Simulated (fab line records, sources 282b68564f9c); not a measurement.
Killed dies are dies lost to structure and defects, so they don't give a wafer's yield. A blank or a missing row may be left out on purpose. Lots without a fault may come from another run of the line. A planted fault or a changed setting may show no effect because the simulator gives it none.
Which tool did it? | flow rit_cmos | 7 lots, 21 wafers sampled, at 1 step of a route of 202

WHAT THE GAUGES READ, wafer by wafer
RIT_ACTIVE_BOW_MEAS_00.
lot  | measured    | on            | INCOMING_BOW (um)
L444 | day 1 15:01 | film_metro-02 | -2 -2 16
L446 | day 2 01:04 | film_metro-02 | -3 -3 0
L448 | day 2 11:02 | film_metro-01 | 19 -2 -7
L453 | day 3 12:02 | film_metro-01 | 6 1 -10
L460 | day 4 23:01 | film_metro-03 | -1 -3 1
L463 | day 5 14:04 | film_metro-01 | 4 2 8
L466 | day 6 05:04 | film_metro-03 | 12 -4 5

WHICH TOOL RAN EACH LOT (tool, then ch and the chambers of the sampled wafers, then the start)
The record holds no process step before these readings.

THE ANSWER, worked out from the rows above alone
Rule: what is usual is taken from the lots themselves. Put in order of their means at a reading, lots are off if they are a third of the lots or fewer, leave a main group of 4 or more, and stand apart from it by a gap of 3 or more times the standard deviation of the main group's means; of several such gaps the widest counts. A main group whose means are all the same, to the digits that the tables above print for the reading, isn't used. A lot without any number at a reading at which 4 lots or more have one is off too. The other lots that the step has rows for count as sound.
No lot is off at any reading shown: from this, nothing can be told.

WHAT THE SIMULATOR HAD PUT IN
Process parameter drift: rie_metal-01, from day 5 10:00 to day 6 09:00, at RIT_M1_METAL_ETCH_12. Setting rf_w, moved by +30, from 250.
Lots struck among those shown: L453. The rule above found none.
